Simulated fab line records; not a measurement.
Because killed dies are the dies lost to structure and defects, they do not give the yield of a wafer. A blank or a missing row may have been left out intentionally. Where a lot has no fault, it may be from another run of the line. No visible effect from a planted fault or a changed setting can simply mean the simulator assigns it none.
Which of the tools did it? :: flow berkeley-cmos170 :: 42 wafers from 14 lots sampled at 7 of the route's 331 steps

WHAT THE GAUGES READ, wafer by wafer
UCB170_FIELD_THK_MEAS_02.
lot: L216
measured: day 4 17:59
on: film-metro-04
FIELD_OXIDE_THK (nm): 571 575 578

lot: L218
measured: day 6 02:44
on: film-metro-04
FIELD_OXIDE_THK (nm): 565 571 571

lot: L219
measured: day 6 02:45
on: film-metro-03
FIELD_OXIDE_THK (nm): 556 560 554

lot: L221
measured: day 6 11:43
on: film-metro-03
FIELD_OXIDE_THK (nm): 567 563 567

lot: L222
measured: day 6 21:29
on: film-metro-03
FIELD_OXIDE_THK (nm): 569 566 563

lot: L223
measured: day 6 21:34
on: film-metro-01
FIELD_OXIDE_THK (nm): 570 564 568

lot: L225
measured: day 7 06:01
on: film-metro-03
FIELD_OXIDE_THK (nm): 552 544 547

lot: L226
measured: day 7 06:01
on: film-metro-01
FIELD_OXIDE_THK (nm): 559 556 564

lot: L227
measured: day 7 20:10
on: film-metro-01
FIELD_OXIDE_THK (nm): 340 317 335

lot: L228
measured: day 7 20:08
on: film-metro-04
FIELD_OXIDE_THK (nm): 333 329 328

lot: L231
measured: day 9 01:19
on: film-metro-01
FIELD_OXIDE_THK (nm): 552 552 551

lot: L233
measured: day 9 01:20
on: film-metro-03
FIELD_OXIDE_THK (nm): 552 547 548

lot: L239
measured: day 10 01:59
on: film-metro-01
FIELD_OXIDE_THK (nm): 548 547 556

lot: L238
measured: day 10 23:07
on: film-metro-01
FIELD_OXIDE_THK (nm): 557 545 544

UCB170_FIELD_THK_MEAS_90.
lot: L216
measured: day 5 02:55
on: film-metro-03
FIELD_OXIDE_LEFT_1_THK (nm): 455 460 462

lot: L218
measured: day 6 11:43
on: film-metro-04
FIELD_OXIDE_LEFT_1_THK (nm): 448 453 452

lot: L219
measured: day 6 11:43
on: film-metro-01
FIELD_OXIDE_LEFT_1_THK (nm): 441 444 438

lot: L221
measured: day 6 20:16
on: film-metro-01
FIELD_OXIDE_LEFT_1_THK (nm): 452 447 451

lot: L222
measured: day 7 06:29
on: film-metro-04
FIELD_OXIDE_LEFT_1_THK (nm): 452 450 447

lot: L223
measured: day 7 06:29
on: film-metro-01
FIELD_OXIDE_LEFT_1_THK (nm): 454 448 452

lot: L225
measured: day 7 20:05
on: film-metro-03
FIELD_OXIDE_LEFT_1_THK (nm): 436 428 430

lot: L226
measured: day 7 20:06
on: film-metro-01
FIELD_OXIDE_LEFT_1_THK (nm): 440 438 446

lot: L227
measured: day 8 02:08
on: film-metro-01
FIELD_OXIDE_LEFT_1_THK (nm): 224 201 219

lot: L228
measured: day 8 02:08
on: film-metro-04
FIELD_OXIDE_LEFT_1_THK (nm): 216 212 212

lot: L231
measured: day 9 08:40
on: film-metro-03
FIELD_OXIDE_LEFT_1_THK (nm): 434 435 434

lot: L233
measured: day 9 08:40
on: film-metro-04
FIELD_OXIDE_LEFT_1_THK (nm): 437 432 432

lot: L239
measured: day 10 10:52
on: film-metro-01
FIELD_OXIDE_LEFT_1_THK (nm): 432 431 439

lot: L238
measured: day 11 08:00
on: film-metro-03
FIELD_OXIDE_LEFT_1_THK (nm): 442 430 429

UCB170_FIELD_THK_MEAS_91.
lot: L216
measured: day 6 03:34
on: film-metro-03
FIELD_OXIDE_LEFT_2_THK (nm): 367 372 374

lot: L218
measured: day 8 02:02
on: film-metro-04
FIELD_OXIDE_LEFT_2_THK (nm): 359 365 365

lot: L219
measured: day 8 02:03
on: film-metro-03
FIELD_OXIDE_LEFT_2_THK (nm): 352 356 350

lot: L221
measured: day 8 02:03
on: film-metro-01
FIELD_OXIDE_LEFT_2_THK (nm): 364 359 364

lot: L222
measured: day 8 05:35
on: film-metro-04
FIELD_OXIDE_LEFT_2_THK (nm): 364 361 358

lot: L223
measured: day 8 05:52
on: film-metro-03
FIELD_OXIDE_LEFT_2_THK (nm): 366 360 364

lot: L225
measured: day 8 14:05
on: film-metro-04
FIELD_OXIDE_LEFT_2_THK (nm): 347 340 342

lot: L226
measured: day 8 14:05
on: film-metro-03
FIELD_OXIDE_LEFT_2_THK (nm): 352 350 358

lot: L227
measured: day 8 22:58
on: film-metro-04
FIELD_OXIDE_LEFT_2_THK (nm): 136 112 130

lot: L228
measured: day 8 23:41
on: film-metro-03
FIELD_OXIDE_LEFT_2_THK (nm): 129 124 124

lot: L231
measured: day 10 04:19
on: film-metro-01
FIELD_OXIDE_LEFT_2_THK (nm): 346 346 345

lot: L233
measured: day 10 04:34
on: film-metro-04
FIELD_OXIDE_LEFT_2_THK (nm): 347 343 343

lot: L239
measured: day 11 09:53
on: film-metro-01
FIELD_OXIDE_LEFT_2_THK (nm): 343 343 351

lot: L238
measured: day 12 05:22
on: film-metro-01
FIELD_OXIDE_LEFT_2_THK (nm): 353 340 339

UCB170_V2_THK_MEAS_01.
lot: L216
measured: day 8 08:33
on: film-metro-02
V2_TEOS_THK (nm): 1993 1949 2012

lot: L218
measured: day 9 23:22
on: film-metro-01
V2_TEOS_THK (nm): 1936 1965 1996

lot: L219
measured: day 10 00:36
on: film-metro-03
V2_TEOS_THK (nm): 1978 1990 2038

lot: L221
measured: day 10 01:18
on: film-metro-02
V2_TEOS_THK (nm): 1997 1998 2016

lot: L222
measured: day 10 08:35
on: film-metro-02
V2_TEOS_THK (nm): 1969 1983 2021

lot: L223
measured: day 10 08:10
on: film-metro-02
V2_TEOS_THK (nm): 1999 1980 2038

lot: L225
measured: day 10 13:08
on: film-metro-01
V2_TEOS_THK (nm): 1933 1948 1970

lot: L226
measured: day 10 20:14
on: film-metro-01
V2_TEOS_THK (nm): 1955 1973 2002

lot: L227
measured: day 11 03:07
on: film-metro-02
V2_TEOS_THK (nm): 1967 1976 1995

lot: L228
measured: day 10 23:49
on: film-metro-03
V2_TEOS_THK (nm): 2001 1978 2022

lot: L231
measured: day 12 08:10
on: film-metro-01
V2_TEOS_THK (nm): 1974 1984 2009

lot: L233
measured: day 12 08:37
on: film-metro-03
V2_TEOS_THK (nm): 2019 1995 2042

lot: L239
measured: day 13 12:34
on: film-metro-02
V2_TEOS_THK (nm): 1999 2007 2009

lot: L238
measured: day 15 01:46
on: film-metro-03
V2_TEOS_THK (nm): 1994 1990 2007

UCB170_M3_CD_MEAS_90: the cd target is 700 nm.
lot: L216
measured: day 8 14:05
on: cd-sem-01
cd-nm (nm): 701 699 700

lot: L218
measured: day 10 05:25
on: cd-sem-02
cd-nm (nm): 695 702 695

lot: L219
measured: day 10 07:47
on: cd-sem-01
cd-nm (nm): 698 698 695

lot: L221
measured: day 10 08:37
on: cd-sem-02
cd-nm (nm): 702 701 695

lot: L222
measured: day 10 18:28
on: cd-sem-01
cd-nm (nm): 703 705 704

lot: L223
measured: day 10 16:50
on: cd-sem-02
cd-nm (nm): 699 696 697

lot: L225
measured: day 10 21:00
on: cd-sem-02
cd-nm (nm): 694 694 693

lot: L226
measured: day 11 01:10
on: cd-sem-01
cd-nm (nm): 703 699 697

lot: L227
measured: day 11 10:19
on: cd-sem-01
cd-nm (nm): 707 699 707

lot: L228
measured: day 11 04:44
on: cd-sem-02
cd-nm (nm): 698 698 697

lot: L231
measured: day 12 14:08
on: cd-sem-02
cd-nm (nm): 696 700 697

lot: L233
measured: day 12 14:17
on: cd-sem-01
cd-nm (nm): 699 703 699

lot: L239
measured: day 13 17:16
on: cd-sem-01
cd-nm (nm): 697 704 709

lot: L238
measured: day 15 09:27
on: cd-sem-01
cd-nm (nm): 689 691 692

TOOL THAT RAN EACH LOT (tool first, then ch and the chambers of the sampled wafers, then the start)
lot: L216
UCB170_FIELD_OXIDATION_01: furnace-04 ch 0, day 4 14:56
UCB170_V1_ETCH_14: rie-diel-02 ch 1,2,3, day 8 04:52

lot: L218
UCB170_FIELD_OXIDATION_01: furnace-02 ch 0, day 5 23:44
UCB170_V1_ETCH_14: rie-diel-03 ch 2,3, day 9 19:59

lot: L219
UCB170_FIELD_OXIDATION_01: furnace-02 ch 0, day 5 23:44
UCB170_V1_ETCH_14: rie-diel-01 ch 0,1, day 9 21:13

lot: L221
UCB170_FIELD_OXIDATION_01: furnace-04 ch 0, day 6 08:42
UCB170_V1_ETCH_14: rie-diel-03 ch 1,3, day 9 21:55

lot: L222
UCB170_FIELD_OXIDATION_01: furnace-01 ch 0, day 6 18:28
UCB170_V1_ETCH_14: rie-diel-03 ch 0,2,3, day 10 04:01

lot: L223
UCB170_FIELD_OXIDATION_01: furnace-01 ch 0, day 6 18:28
UCB170_V1_ETCH_14: rie-diel-03 ch 0,2,3, day 10 03:47

lot: L225
UCB170_FIELD_OXIDATION_01: furnace-04 ch 0, day 7 03:01
UCB170_V1_ETCH_14: rie-diel-02 ch 1,2, day 10 09:51

lot: L226
UCB170_FIELD_OXIDATION_01: furnace-04 ch 0, day 7 03:01
UCB170_V1_ETCH_14: rie-diel-02 ch 0,1,2, day 10 14:39

lot: L227
UCB170_FIELD_OXIDATION_01: furnace-01 ch 0, day 7 17:08
UCB170_V1_ETCH_14: rie-diel-01 ch 0,1,3, day 10 23:56

lot: L228
UCB170_FIELD_OXIDATION_01: furnace-01 ch 0, day 7 17:08
UCB170_V1_ETCH_14: rie-diel-02 ch 0,2, day 10 20:38

lot: L231
UCB170_FIELD_OXIDATION_01: furnace-02 ch 0, day 8 22:19
UCB170_V1_ETCH_14: rie-diel-02 ch 0,1,3, day 12 04:09

lot: L233
UCB170_FIELD_OXIDATION_01: furnace-02 ch 0, day 8 22:19
UCB170_V1_ETCH_14: rie-diel-01 ch 2,3, day 12 04:26

lot: L239
UCB170_FIELD_OXIDATION_01: furnace-04 ch 0, day 9 22:59
UCB170_V1_ETCH_14: rie-diel-03 ch 0,2, day 13 08:42

lot: L238
UCB170_FIELD_OXIDATION_01: furnace-02 ch 0, day 10 20:03
UCB170_V1_ETCH_14: rie-diel-02 ch 0,1,2, day 14 19:57
- UCB170_FIELD_OXIDATION_01: target thk 558.3 nm, ox time 7200 s.
- UCB170_V1_ETCH_14: etches SiO2 in CHF3/CF4/Ar, stops on Al, target depth 1250 nm, time 291 s.

AS READ BY THE TOOLS THEMSELVES (means over the sampled wafers that have a number; for cases with no such wafer, the mark the record gives instead)
UCB170_V1_ETCH_14.
lot: L216
tool: rie-diel-02
drypump-motor-current-A (A): 5.6
oes-product-au (a.u.): 0.877
rf-fwd-power-W (W): 697.2
throttle-valve-pct (%): 6.83

lot: L218
tool: rie-diel-03
drypump-motor-current-A (A): 6.1
oes-product-au (a.u.): 0.878
rf-fwd-power-W (W): 698.0
throttle-valve-pct (%): 7.09

lot: L219
tool: rie-diel-01
drypump-motor-current-A (A): 5.8
oes-product-au (a.u.): 0.869
rf-fwd-power-W (W): 696.9
throttle-valve-pct (%): 6.95

lot: L221
tool: rie-diel-03
drypump-motor-current-A (A): 5.7
oes-product-au (a.u.): 0.882
rf-fwd-power-W (W): 699.3
throttle-valve-pct (%): 7.08

lot: L222
tool: rie-diel-03
drypump-motor-current-A (A): 5.9
oes-product-au (a.u.): 0.867
rf-fwd-power-W (W): 699.0
throttle-valve-pct (%): 7.02

lot: L223
tool: rie-diel-03
drypump-motor-current-A (A): 5.9
oes-product-au (a.u.): 0.869
rf-fwd-power-W (W): 699.4
throttle-valve-pct (%): 7.01

lot: L225
tool: rie-diel-02
drypump-motor-current-A (A): 5.3
oes-product-au (a.u.): 0.893
rf-fwd-power-W (W): 698.8
throttle-valve-pct (%): 6.80

lot: L226
tool: rie-diel-02
drypump-motor-current-A (A): 5.3
oes-product-au (a.u.): 0.881
rf-fwd-power-W (W): 698.4
throttle-valve-pct (%): 6.82

lot: L227
tool: rie-diel-01
drypump-motor-current-A (A): 5.4
oes-product-au (a.u.): 0.862
rf-fwd-power-W (W): 697.9
throttle-valve-pct (%): 6.96

lot: L228
tool: rie-diel-02
drypump-motor-current-A (A): 5.3
oes-product-au (a.u.): 0.874
rf-fwd-power-W (W): 698.1
throttle-valve-pct (%): 6.83

lot: L231
tool: rie-diel-02
drypump-motor-current-A (A): 5.6
oes-product-au (a.u.): 0.877
rf-fwd-power-W (W): 698.5
throttle-valve-pct (%): 6.82

lot: L233
tool: rie-diel-01
drypump-motor-current-A (A): 5.6
oes-product-au (a.u.): 0.863
rf-fwd-power-W (W): 700.1
throttle-valve-pct (%): 7.06

lot: L239
tool: rie-diel-03
drypump-motor-current-A (A): 5.9
oes-product-au (a.u.): 0.877
rf-fwd-power-W (W): 700.6
throttle-valve-pct (%): 7.09

lot: L238
tool: rie-diel-02
drypump-motor-current-A (A): 5.3
oes-product-au (a.u.): 0.888
rf-fwd-power-W (W): 697.2
throttle-valve-pct (%): 6.81

THE ANSWER, worked out from the rows above alone
Rule: usual is defined by the lots themselves. The widest of any qualifying gaps counts: lots, ordered by their means at a reading, are off when they make up no more than a third of the lots, leave a main group of 4 or more, and stand apart from it by 3 or more times the standard deviation of that group's means. Not used: any main group whose means are identical at the precision the tables above print for the reading. A lot without any number at a reading at which 4 lots or more have one is off too. Where the step has rows for the other lots, those lots are counted as sound. The gauges are gone through in route order, then the tools' own readings, and for those a lot's mean is taken as printed above. The first step at which some lot is off is used, and at that step the reading that is off furthest; a lot without a number counts as furthest.
Off: L227, L228, at UCB170_FIELD_THK_MEAS_02 (FIELD_OXIDE_THK). The main group: mean 559 nm, standard deviation 9.
If a tool, at a process step before that reading, ran all the lots that are off and no sound lot after the first of them, it fits. Those tools and the gauges at UCB170_FIELD_THK_MEAS_02 are tried in the same way. One fits: UCB170_FIELD_OXIDATION_01 on furnace-01. A fault onset in the window from L222 (day 6 18:28, its last sound lot) to L227 (day 7 17:08, its first lot off) fits.

WHAT HAD BEEN PUT IN BY THE SIMULATOR
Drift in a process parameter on furnace-01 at UCB170_FIELD_OXIDATION_01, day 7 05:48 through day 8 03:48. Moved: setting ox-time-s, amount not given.
Lots struck among those shown: L228, L227. The rule above found the same.
